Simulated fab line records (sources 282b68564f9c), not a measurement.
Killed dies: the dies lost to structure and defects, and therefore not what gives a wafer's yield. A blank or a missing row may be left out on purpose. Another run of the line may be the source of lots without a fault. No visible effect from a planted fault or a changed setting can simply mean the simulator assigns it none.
8D (eight disciplines) problem report, filled in by code    flow rit cmos    the parts of the form that need people (team, actions taken, sign-off) are left out

1. WHAT IS WRONG
At RIT_NSD_SOFTBAKE_02, heater power total W averages 27.82 W over 6 wafers from 2 lots, while fault-free wafers read 34.56 W, standard deviation 0.05. So: -99 or more standard deviations from the usual mean.
The step: time 60 s.
First seen on wafer L765.2, day 5 01:49, on litho track-01. At this step, 18 wafers from 6 lots have a number in the record. The rule behind "out" and "out of limits": a value lying over 4 standard deviations away from the usual mean. The other wafers with a number count as sound.

2. WHAT IT IS; WHAT IT IS NOT
question                     is                                  is not
which readings at this step  heater power total W, plate temp C  -
which lots                   L765, L766                          L756, L772, L775, L776
which wafers of those lots   all that have a number              -
read on which tools          litho track-01                      litho track-02, litho track-04
when                         from day 5 01:49                    up to then (3 sound wafers); but 9 sound wafers of L772, L775, L776 came after

3. WHAT RULES OUT EACH SUSPECT
Counting: a tool at a process step up to the reading stays a suspect if it ran every lot that is out and no sound lot after the first of them.
- litho track-01 at RIT_NSD_SOFTBAKE_02 (time 60 s): kept. It ran every lot that is out, first L765 (day 5 01:49), and no sound lot after that; its last sound lot up to then is L756 (day 3 07:52). Out on those wafers are its own readings of heater power total W, plate temp C.
Left after counting: litho track-01 at RIT_NSD_SOFTBAKE_02.

4. THE CAUSE (what the simulator had put in)
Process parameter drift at RIT_NSD_SOFTBAKE_02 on litho track-01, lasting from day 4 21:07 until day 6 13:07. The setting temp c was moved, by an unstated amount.
After counting, this tool was the only one left.

5. THE EFFECT CHAIN, in route order
Rows list readings where the struck wafers' mean (over those with a number) sits beyond 3 standard deviations from the usual. Only readings for which the record gives a usual standard deviation are gone through. hours: the time from each lot's start at the first step in this table that gives one to its start at this step, as a median over the lots. sigmas: the change in usual standard deviations.
hours  step                 reading               usual    on struck wafers  change  sigmas
0      RIT_NSD_SOFTBAKE_02  heater power total W  34.56 W  27.82             -6.74   -99 or more
0      RIT_NSD_SOFTBAKE_02  plate temp C          90.00 C  77.31             -12.69  -98
Process steps it contains:
- RIT_NSD_SOFTBAKE_02: time 60 s.
At these later measuring or inspecting steps, every struck wafer for which the step has a row has a number for every such reading, and none has moved that far: RIT_NSD_OVL_MEAS_06.

6. WHAT WOULD HAVE CAUGHT IT SOONER
The fault began at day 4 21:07; the first out-of-limits reading in this record came at day 5 01:49, 5 hours later.
